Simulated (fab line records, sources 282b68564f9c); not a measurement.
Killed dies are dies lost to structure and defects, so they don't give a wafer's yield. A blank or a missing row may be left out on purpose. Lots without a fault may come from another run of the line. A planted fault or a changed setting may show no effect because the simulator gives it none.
fab line records | flow rit_cmos
record lots=6 wafers=18 last_day=7
route steps=202 shown ACTIVE@2 M1@202
lots that met no fault: from a run of the same line without faults
start_h: hours from the record's first day to the start of the lot's first wafer shown | wait_h: hours since the lot's step before | " the same as in the row above | L1.1+2: a row that stands for several wafers | - no value, or no start given | * or withheld: withheld | < > ~ a bound
route shown NAME@n: a module of which the file shows steps, and the number in the route of the first | usual: mean/standard deviation of fault-free wafers | same: alike in all rows | chamber/n: place in a boat | sites: the reading at each site | _std_site: their standard deviation | _edge_site: outer sites' mean less inner sites' | radius_mm: how far each site lies from the wafer's centre | mask NAME#n: copy n | behind: the tool/chamber that last shaped the wafer | hold: why the lot was held/for how many hours/how that ended | device: the transistor (n, p or np) that didn't switch | end of line: the same wafers' tests at the end of the route | a step without rows: its recipe alone | killed: dies lost to structure and defects at the first sort, not the wafer's yield | map: a wafer's dies, x killed, . not, _ none there
set.NAME: the setting as run; set.NAME@STEP: as run at that earlier step | model.NAME: the simulator's own value behind a step, which no gauge read
lots at some steps of the route; a table a step, a row a wafer
services: from which hour (start_h, from the record's first day; less than 0 if before it) a tool's chamber was out of use, for how many hours, and why
## steps
# step RIT_ACTIVE_OXIDATION_01
# recipe temp_c=1000 ambient=O2 target_thk_a=468 ox_time_s=3360
# step RIT_ACTIVE_THK_MEAS_02
# recipe reads=SiO2_of_ACTIVE_OXIDATION_01
# usual ACTIVE_OXIDE_THK=47.2/1
# columns lot.wafer tool chamber start_h wait_h ACTIVE_OXIDE_THK[nm]
L410.2 film_metro-03 - 17.06 0.0 46.1
L410.3 " - " " 46.7
L410.5 " - " " 46.4
L411.2 film_metro-04 - 22.06 0.0 47.1
L411.4 " - " " 46.7
L411.6 " - " " 47.2
L420.2 film_metro-04 - 67.99 0.0 45.5
L420.4 " - " " 45.7
L420.6 " - " " 44.8
L422.3 film_metro-03 - 77.07 0.0 49.1
L422.4 " - " " 49.0
L422.5 " - " " 49.1
L423.2 film_metro-03 - 82.24 0.0 46.8
L423.5 " - " " 46.5
L423.6 " - " " 46.1
L428.1 film_metro-02 - 107.05 0.0 48.3
L428.5 " - " " 47.9
L428.6 " - " " 48.2
# step RIT_ACTIVE_CVD_03
# recipe material=Si3N4 target_thk_nm=150 temp_c=810 precursor=SiH2Cl2/NH3 time_s=1500 pressure_mtorr=300 sih2cl2_flow_sccm=60 nh3_flow_sccm=150
# step RIT_ACTIVE_THK_MEAS_04
# recipe reads=Si3N4_of_ACTIVE_CVD_03
# usual ACTIVE_NITRIDE_THK=150.5/1.3
# columns lot.wafer tool chamber start_h wait_h ACTIVE_NITRIDE_THK[nm]
L410.2 film_metro-04 - 19.25 0.0 152.8
L410.3 " - " " 154.3
L410.5 " - " " 151.5
L411.2 film_metro-03 - 25.31 0.0 149.1
L411.4 " - " " 149.9
L411.6 " - " " 150.3
L420.2 film_metro-04 - 69.46 0.0 153.1
L420.4 " - " " 152.2
L420.6 " - " " 150.5
L422.3 film_metro-04 - 79.44 0.0 147.8
L422.4 " - " " 148.5
L422.5 " - " " 147.9
L423.2 film_metro-03 - 83.72 0.0 152.6
L423.5 " - " " 152.0
L423.6 " - " " 152.7
L428.1 film_metro-03 - 110.55 0.0 149.1
L428.5 " - " " 148.9
L428.6 " - " " 149.5
# step RIT_ACTIVE_HMDS_05
# recipe prime_time_s=60 prime_temp_c=140
# step RIT_ACTIVE_COAT_06
# recipe resist=NOVOLAK spin_rpm=3250 resist_thk_nm=1000
# step RIT_ACTIVE_SOFTBAKE_07
# recipe resist=NOVOLAK temp_c=90 time_s=60
# step RIT_ACTIVE_EXPOSE_08
# recipe mask_id=M1 na=0.6 source_shape=conventional sigma_outer=0.6 target_cd_nm=1400 dose_mj=225
# step RIT_ACTIVE_PEB_09
# recipe resist=NOVOLAK temp_c=withheld time_s=withheld
# step RIT_ACTIVE_DEVELOP_10
# recipe resist=NOVOLAK develop_time_s=50 dev_temp_c=23
# step RIT_ACTIVE_CD_MEAS_11
# recipe target_cd_nm=1400
# usual cd_nm=1400.3/2.2
# columns lot.wafer tool chamber start_h wait_h cd_nm
L410.2 cd_sem-01 - 20.29 - 1401.0
L410.3 " - " " 1403.0
L410.5 " - " " 1402.9
L411.2 cd_sem-02 - 26.49 - 1402.0
L411.4 " - " " 1401.5
L411.6 " - " " 1402.0
L420.2 cd_sem-01 - 70.51 - 1403.5
L420.4 " - " " 1404.3
L420.6 " - " " 1404.2
L422.3 cd_sem-01 - 80.37 - 1397.4
L422.4 " - " " 1398.7
L422.5 " - " " 1400.7
L423.2 cd_sem-02 - 84.76 - 1398.3
L423.5 " - " " 1396.9
L423.6 " - " " 1399.1
L428.1 cd_sem-01 - 111.58 - 1402.3
L428.5 " - " " 1398.0
L428.6 " - " " 1399.4
# step RIT_ACTIVE_HARDBAKE_12
# recipe resist=NOVOLAK temp_c=140 time_s=60
# step RIT_ACTIVE_ETCH_13
# recipe stop_on=SiO2 chemistry=SF6 target=Si3N4 time_s=210 over_etch_frac=0.4 SF6_flow_sccm=200 pressure_mtorr=260 rf_w=125 target_depth_a=2100
# usual drypump_motor_current_A=5.9/0.36 oes_product_au=0.826/0.015 throttle_valve_pct=7.44/0.11
# same over_etch_frac=0.4
# columns lot.wafer tool chamber start_h wait_h drypump_motor_current_A oes_product_au rf_hours_counter_h throttle_valve_pct model.NOVOLAK_of_ACTIVE_COAT_06.thk_nm
L410.2 rie_diel-02 3 20.54 0.1 5.8 0.810 94 7.63 651.7
L410.3 " 1 " " 6.0 0.829 19 7.25 651.7
L410.5 " 2 " " 5.7 0.819 - 7.44 657.3
L411.2 rie_diel-04 0 26.88 0.1 6.0 0.818 90 7.68 659.5
L411.4 " 3 " " 5.9 0.804 - 7.44 653.5
L411.6 " 0 " " 6.0 0.821 - 7.67 658
L420.2 rie_diel-04 2 70.76 0.1 5.4 0.835 120 7.41 665.1
L420.4 " 1 " " 6.6 0.828 83 7.41 657.9
L420.6 " 0 " " 6.0 0.849 - 7.68 669.8
L422.3 rie_diel-04 0 80.60 0.1 6.0 0.842 91 7.69 671.9
L422.4 " 1 " " 6.6 0.813 84 7.41 659.9
L422.5 " 0 " " 6.0 0.840 - 7.68 674.9
L423.2 rie_diel-02 1 85.01 0.1 6.1 0.823 21 7.26 663.1
L423.5 " 0 " " 6.2 0.838 - 7.48 659.6
L423.6 " 3 " " 5.8 0.804 - 7.64 656.8
L428.1 rie_diel-02 0 111.88 0.1 6.1 0.835 5 7.48 665.7
L428.5 " 1 " " 6.1 0.809 - 7.24 663.7
L428.6 " 2 " " 5.7 0.814 - 7.44 666.4
# step RIT_ACTIVE_STRIP_14
# recipe chemistry=O2 time_s=180 resist=NOVOLAK platen_temp_c=withheld power_w=500 pressure_mtorr=4000 o2_flow_sccm=4000
# usual drypump_motor_current_A=5.5/0.35
# columns lot.wafer tool chamber start_h wait_h drypump_motor_current_A rf_hours_counter_h
L410.2 plasma_asher-01 0 20.68 0.1 5.9 39
L410.3 " 1 " " 5.8 -
L410.5 " 0 " " 5.9 -
L411.2 plasma_asher-03 1 27.01 0.1 5.5 38
L411.4 " 1 " " 5.5 -
L411.6 " 0 " " 5.1 -
L420.2 plasma_asher-03 1 70.89 0.1 5.4 42
L420.4 " 1 " " 5.5 -
L420.6 " 1 " " 5.5 -
L422.3 plasma_asher-02 1 80.79 0.1 4.9 -
L422.4 " 0 " " 5.6 -
L422.5 " 0 " " 5.6 -
L423.2 plasma_asher-01 1 85.15 0.1 5.8 45
L423.5 " 0 " " 5.9 -
L423.6 " 1 " " 5.8 -
L428.1 plasma_asher-03 0 112.01 0.1 5.2 47
L428.5 " 0 " " 5.1 -
L428.6 " 1 " " 5.5 -
# step RIT_M1_PROBE_99
# usual killed_at_contacts=0.0/0.22 killed_at_front_end=7/3.1 killed_dies=7/3.1 killed_open=3.5/2 killed_short=3.3/2
# same gross_dies=264 killed_at_M0_to_M3=0 killed_at_M4_up=0 killed_at_back_side=0 killed_at_other=0
# columns lot.wafer tool chamber start_h wait_h killed_at_contacts killed_at_front_end killed_dies killed_open killed_short
L410.2 prober-01 - 63.41 0.1 0 5 5 3 2
L410.3 prober-01 - 63.46 0.2 0 14 14 7 7
L410.5 prober-01 - 63.56 0.2 0 4 4 2 2
L420.2 prober-01 - 118.99 0.1 0 1 1 1 0
L420.4 prober-01 - 119.09 0.2 0 10 10 4 6
L420.6 prober-01 - 119.19 0.2 1 13 14 9 5
L422.3 prober-01 - 126.51 0.2 1 11 12 3 9
L422.4 prober-01 - 126.56 0.2 0 11 11 5 6
L422.5 prober-01 - 126.61 0.2 0 7 7 5 2
L423.2 prober-02 - 130.65 0.1 0 6 6 6 0
L423.5 prober-02 - 130.80 0.2 0 7 7 2 5
L423.6 prober-02 - 130.85 0.2 0 6 6 2 4
# killed by level:class
L410.2 FOX1:geometric_particle:short=1 FOX2:geometric_particle:open=1 GATE:geometric_particle:open=1 SPACER:geometric_particle:open=1 SILICIDE:geometric_particle:short=1
L410.3 GATE:geometric_particle:short=4 REOX:geometric_particle:open=2 SPACER:geometric_particle:open=2 FOX1:geometric_particle:open=1 FOX1:geometric_particle:short=1 GATE:geometric_particle:open=1 SPACER:geometric_particle:short=1 SILICIDE:geometric_particle:open=1
L410.5 GATE:geometric_particle:short=2 GATE:geometric_particle:open=1 SPACER:geometric_particle:open=1
L420.2 REOX:geometric_particle:open=1
L420.4 REOX:geometric_particle:short=2 SILICIDE:geometric_particle:short=2 FOX1:geometric_particle:short=1 FOX1:geometric_particle:open=1 FOX2:geometric_particle:short=1 GATE:geometric_particle:open=1 REOX:geometric_particle:open=1 SILICIDE:geometric_particle:open=1
L420.6 GATE:geometric_particle:open=3 SILICIDE:geometric_particle:open=3 GATE:geometric_particle:short=2 REOX:geometric_particle:open=2 FOX1:geometric_particle:short=1 FOX2:geometric_particle:open=1 REOX:geometric_particle:short=1 CONTACT:geometric_particle:short=1
L422.3 GATE:geometric_particle:short=3 FOX1:geometric_particle:short=2 SILICIDE:geometric_particle:short=2 FOX1:geometric_particle:open=1 FOX2:geometric_particle:open=1 GATE:geometric_particle:open=1 SPACER:geometric_particle:short=1 CONTACT:geometric_particle:short=1
L422.4 FOX1:geometric_particle:short=2 FOX1:geometric_particle:open=2 GATE:geometric_particle:short=2 SPACER:geometric_particle:open=2 FOX2:geometric_particle:short=1 GATE:geometric_particle:open=1 SILICIDE:geometric_particle:short=1
L422.5 FOX1:geometric_particle:open=2 GATE:geometric_particle:open=2 GATE:geometric_particle:short=1 SILICIDE:geometric_particle:short=1 SILICIDE:geometric_particle:open=1
L423.2 GATE:geometric_particle:open=5 FOX1:geometric_particle:open=1
L423.5 FOX1:geometric_particle:short=1 FOX2:geometric_particle:open=1 FOX2:geometric_particle:short=1 GATE:geometric_particle:short=1 REOX:geometric_particle:short=1 SILICIDE:geometric_particle:open=1 SILICIDE:geometric_particle:short=1
L423.6 GATE:geometric_particle:open=2 SPACER:geometric_particle:short=2 GATE:geometric_particle:short=1 REOX:geometric_particle:short=1
## services
# columns tool chamber start_h hours kind
rie_diel-04 2 14.79 2.4 repair
rie_diel-04 1 19.58 10.2 repair
rie_diel-04 2 30.47 10.7 repair
plasma_asher-02 - 75.76 0.5 repair
plasma_asher-01 - 81.88 3.2 repair
rie_diel-04 - 91.95 0.8 repair
plasma_asher-01 - 108.75 9.0 pm
plasma_asher-01 0 108.75 9.0 vent_cycle
plasma_asher-01 1 108.75 9.0 vent_cycle
plasma_asher-01 - 110.76 0.7 repair
## key
first_sign none at tools or gauges
model_effect step=RIT_ACTIVE_ETCH_13 value=NOVOLAK_of_ACTIVE_COAT_06.thk_nm without=658.4 struck=672.2
met_at RIT_ACTIVE_ETCH_13
struck_wafers L420.6,L422.3,L422.5
tester_left_out L420,L422
onset_between 26.88 70.76
fault kind=process_parameter_drift tool=rie_diel-04 chamber=0 onset_h=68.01 steps=RIT_ACTIVE_ETCH_13 channel=target_depth_a offset=-127.17 shape=step end_h=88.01 acts_in=these_recipes_only stated=2100
# tester_left_out: of these lots the tester's yield and bins aren't shown, on N5 and GAA mostly nor the transistor test; their killed dies are dies lost to structure and defects alone, not to doping, threshold or leakage, so they don't give the yield
